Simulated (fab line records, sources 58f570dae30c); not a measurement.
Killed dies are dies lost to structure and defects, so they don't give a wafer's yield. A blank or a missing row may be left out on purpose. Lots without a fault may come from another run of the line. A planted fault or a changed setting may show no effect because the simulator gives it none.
One fault seen from 2 desks | flow berkeley_cmos170 | each desk has only its own numbers; what lay behind them comes last

THE METROLOGY DESK
What the gauges read, lot by lot, whatever tool the lot ran on: means of the sampled wafers that have a number. A lot is out of limits, marked OUT, if its mean lies more than 4 standard deviations from the usual mean; the brackets give that distance.
Columns: A = V1_TEOS_THK at UCB170_V1_THK_MEAS_01, usual 2000 nm; B = cd_nm at UCB170_V2_CD_MEAS_12, usual 699.4 nm
lot  | first seen here | A    | B
L355 | day 8 23:03     | 2015 | 698.8
L357 | day 9 01:34     | 1982 | 698.5
L356 | day 9 02:53     | 2013 | 700.1
L360 | day 9 15:58     | 1990 | 698.7
L359 | day 9 17:18     | 1988 | 700.1
L358 | day 9 18:37     | 2006 | 699.6
L365 | day 10 19:17    | 1985 | 679.7 (-16) OUT
L367 | day 11 06:32    | 2006 | 684.0 (-13) OUT
L374 | day 12 08:52    | 2007 | 699.8
L376 | day 12 20:48    | 2003 | 698.8
L378 | day 13 05:50    | 1992 | 698.1
This desk's finding: out of limits on L365, L367; first on L365, day 11 08:30 (cd_nm at UCB170_V2_CD_MEAS_12). In limits: L355, L357, L356, L360, L359, L358, L374, L376, L378.

THE TOOL OWNER'S DESK: litho_track-02
The tool's own readings at UCB170_V2_PEB_10: means of the sampled wafers that have a number, for each lot that ran on this tool. A lot is out of limits, marked OUT, if its mean lies more than 4 standard deviations from the usual mean; the brackets give that distance.
Columns: A = heater_power_total_W at UCB170_V2_PEB_10, usual 56.80 W; B = plate_temp_C at UCB170_V2_PEB_10, usual 129.96 C; C = resist_line_temp_C at UCB170_V2_PEB_10, usual 23.02 C
lot  | first seen here | A               | B                | C
L355 | day 9 05:55     | 56.79           | 129.98           | 23.08
L357 | day 9 09:35     | 56.80           | 130.05           | 22.86
L365 | day 11 08:14    | 55.32 (-31) OUT | 127.24 (-21) OUT | 23.03
L367 | day 11 16:13    | 55.28 (-32) OUT | 127.09 (-22) OUT | 22.95
This desk's finding: out of limits on L365, L367; first on L365, day 11 08:14 (heater_power_total_W at UCB170_V2_PEB_10). In limits: L355, L357.

PUT TOGETHER
The tool owner's desk could have raised an alarm at day 11 08:14, on L365, L367.
The metrology desk could have raised an alarm at day 11 08:30, on L365, L367.
Of the lots named, all ran UCB170_V2_PEB_10 on litho_track-02.

WHAT THE SIMULATOR HAD PUT IN
Process parameter drift: litho_track-02, from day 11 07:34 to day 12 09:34, at UCB170_V2_PEB_10. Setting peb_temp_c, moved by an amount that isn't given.
Lots struck among those shown: L365, L367.
Hours from the fault's start to each desk's first reading out of limits: the tool owner's desk, 1; the metrology desk, 1.
